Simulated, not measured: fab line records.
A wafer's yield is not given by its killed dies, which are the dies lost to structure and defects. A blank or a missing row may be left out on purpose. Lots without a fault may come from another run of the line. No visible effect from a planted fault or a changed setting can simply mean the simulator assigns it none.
Lot-split experiment || flow rit-cmos || on a route of 202 steps: 5 lots, 23 wafers read

THE SPLIT
At RIT_GATE_EXPOSE_13 (exposes mask M6, target cd 150 nm), the setting dose-mj was moved away from the recipe's 380 on 4 of the 23 wafers read, by -6.8% to +5.4%. All remaining wafers had this setting at the recipe value.

FROM THE SPLIT TO THE READING: what the file shows between them, 6 steps
- RIT_GATE_PEB_14
- RIT_GATE_DEVELOP_15: develop time 51.63 s
- RIT_GATE_CD_MEAS_16: target cd 150 nm
- RIT_GATE_HARDBAKE_18: time 60 s
- RIT_GATE_ETCH_19: etches poly-Si in SF6/CHF3/O2, stops on SiO2, time 165 s, target depth 312.5 nm
- RIT_GATE_STRIP_20: strips in O2, time 180 s

THE READING
Shown in nm: cd-nm at RIT_GATE_CD_MEAS_90, with target cd 150 nm. A value of 149.9 nm with a standard deviation of 2.5 nm is what fault-free wafers of this fab line usually give.

{"wafer": "L074.1", "tool, chamber at the split": "iline-stepper-02, 0", "dose-mj as run": 380, "against the recipe": "recipe", "cd-nm, nm": 146.6, "against lot-mates on the recipe": "-"}
{"wafer": "L074.2", "tool, chamber at the split": "iline-stepper-02, 0", "dose-mj as run": 380, "against the recipe": "recipe", "cd-nm, nm": 147.5, "against lot-mates on the recipe": "-"}
{"wafer": "L074.3", "tool, chamber at the split": "iline-stepper-02, 0", "dose-mj as run": 380, "against the recipe": "recipe", "cd-nm, nm": 148.9, "against lot-mates on the recipe": "-"}
{"wafer": "L074.5", "tool, chamber at the split": "iline-stepper-02, 0", "dose-mj as run": 380, "against the recipe": "recipe", "cd-nm, nm": 146.2, "against lot-mates on the recipe": "-"}
{"wafer": "L074.6", "tool, chamber at the split": "iline-stepper-02, 0", "dose-mj as run": 380, "against the recipe": "recipe", "cd-nm, nm": 147.0, "against lot-mates on the recipe": "-"}
{"wafer": "L078.1", "tool, chamber at the split": "iline-stepper-01, 0", "dose-mj as run": 380, "against the recipe": "recipe", "cd-nm, nm": 149.3, "against lot-mates on the recipe": "-"}
{"wafer": "L078.2", "tool, chamber at the split": "iline-stepper-01, 0", "dose-mj as run": 380, "against the recipe": "recipe", "cd-nm, nm": 148.8, "against lot-mates on the recipe": "-"}
{"wafer": "L078.4", "tool, chamber at the split": "iline-stepper-01, 0", "dose-mj as run": 380, "against the recipe": "recipe", "cd-nm, nm": 151.5, "against lot-mates on the recipe": "-"}
{"wafer": "L078.5", "tool, chamber at the split": "iline-stepper-01, 0", "dose-mj as run": 380, "against the recipe": "recipe", "cd-nm, nm": 150.0, "against lot-mates on the recipe": "-"}
{"wafer": "L078.6", "tool, chamber at the split": "iline-stepper-01, 0", "dose-mj as run": 380, "against the recipe": "recipe", "cd-nm, nm": 150.8, "against lot-mates on the recipe": "-"}
{"wafer": "L080.1", "tool, chamber at the split": "iline-stepper-02, 0", "dose-mj as run": 380, "against the recipe": "recipe", "cd-nm, nm": 149.4, "against lot-mates on the recipe": "-"}
{"wafer": "L080.2", "tool, chamber at the split": "iline-stepper-02, 0", "dose-mj as run": 400.6, "against the recipe": "+5.4%", "cd-nm, nm": 119.6, "against lot-mates on the recipe": -29.7}
{"wafer": "L080.3", "tool, chamber at the split": "iline-stepper-02, 0", "dose-mj as run": 400.6, "against the recipe": "+5.4%", "cd-nm, nm": 122.1, "against lot-mates on the recipe": -27.2}
{"wafer": "L080.4", "tool, chamber at the split": "iline-stepper-02, 0", "dose-mj as run": 380, "against the recipe": "recipe", "cd-nm, nm": 150.0, "against lot-mates on the recipe": "-"}
{"wafer": "L080.6", "tool, chamber at the split": "iline-stepper-02, 0", "dose-mj as run": 380, "against the recipe": "recipe", "cd-nm, nm": 148.5, "against lot-mates on the recipe": "-"}
{"wafer": "L082.2", "tool, chamber at the split": "iline-stepper-02, 0", "dose-mj as run": 380, "against the recipe": "recipe", "cd-nm, nm": 148.0, "against lot-mates on the recipe": "-"}
{"wafer": "L082.3", "tool, chamber at the split": "iline-stepper-02, 0", "dose-mj as run": 380, "against the recipe": "recipe", "cd-nm, nm": 152.2, "against lot-mates on the recipe": "-"}
{"wafer": "L082.5", "tool, chamber at the split": "iline-stepper-02, 0", "dose-mj as run": 380, "against the recipe": "recipe", "cd-nm, nm": 151.6, "against lot-mates on the recipe": "-"}
{"wafer": "L084.1", "tool, chamber at the split": "iline-stepper-02, 0", "dose-mj as run": 380, "against the recipe": "recipe", "cd-nm, nm": 151.5, "against lot-mates on the recipe": "-"}
{"wafer": "L084.2", "tool, chamber at the split": "iline-stepper-02, 0", "dose-mj as run": 354.3, "against the recipe": "-6.8%", "cd-nm, nm": 187.6, "against lot-mates on the recipe": "+35.1"}
{"wafer": "L084.3", "tool, chamber at the split": "iline-stepper-02, 0", "dose-mj as run": 380, "against the recipe": "recipe", "cd-nm, nm": 151.4, "against lot-mates on the recipe": "-"}
{"wafer": "L084.5", "tool, chamber at the split": "iline-stepper-02, 0", "dose-mj as run": 354.3, "against the recipe": "-6.8%", "cd-nm, nm": 190.1, "against lot-mates on the recipe": "+37.6"}
{"wafer": "L084.6", "tool, chamber at the split": "iline-stepper-02, 0", "dose-mj as run": 380, "against the recipe": "recipe", "cd-nm, nm": 154.7, "against lot-mates on the recipe": "-"}

FIT RESULTS
A straight line over all 23 wafers: cd-nm changes by -5.6 nm for each +1% of dose-mj; r = -0.99; the points scatter about the line by 2.2 nm.
The same after taking each lot's own level away (the mean of its wafers on the recipe; 23 wafers): -5.32 nm for each +1%; r = -1.00; scatter 1.3 nm.
Per that fit: largest dose-mj move, reading shift of 36 nm.
The lots' own levels span 147.24 to 152.53 nm, that is 2.1 times the standard deviation above.
Hence the lot-to-lot level has little effect on the slope; both slopes agree.
Check: for one of the wafers moved furthest among these (-6.8%), held out of the fit, the line's prediction against its lot-mates is +36.6 nm. Against them it came out at +35.1 nm.

THE WHOLE CHAIN: every reading that the file lists as answering this split, in the file's order
{"step": "RIT_GATE_DEVELOP_15", "what it does": "develop time 51.63 s", "reading": "GATE.cd-nm (the simulator's own value, which no gauge read)", "change (the file's fit)": "-5.31 nm for each +1% of the setting", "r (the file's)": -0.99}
{"step": "RIT_GATE_CD_MEAS_16", "what it does": "target cd 150 nm", "reading": "cd-nm", "change (the file's fit)": "-5.31 nm for each +1% of the setting", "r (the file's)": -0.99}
{"step": "RIT_GATE_CD_MEAS_90", "what it does": "target cd 150 nm", "reading": "cd-nm", "change (the file's fit)": "-5.32 nm for each +1% of the setting", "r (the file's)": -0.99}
{"step": "RIT_M1_PROBE_99", "what it does": "", "reading": "etest.pmos-turned.r-on-ohm-um (the simulator's own value, which no gauge read)", "change (the file's fit)": "-134 for each +1% of the setting", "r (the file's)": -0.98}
{"step": "RIT_M1_PROBE_99", "what it does": "", "reading": "etest.pmos_0p3.r-on-ohm-um (the simulator's own value, which no gauge read)", "change (the file's fit)": "-65.2 for each +1% of the setting", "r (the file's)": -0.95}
{"step": "RIT_M1_PROBE_99", "what it does": "", "reading": "etest.pmos_0p15.r-on-ohm-um (the simulator's own value, which no gauge read)", "change (the file's fit)": "-134 for each +1% of the setting", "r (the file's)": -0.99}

FILE'S OWN FIT
cd-nm changes by -5.32 nm for each +1% of dose-mj, r = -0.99.
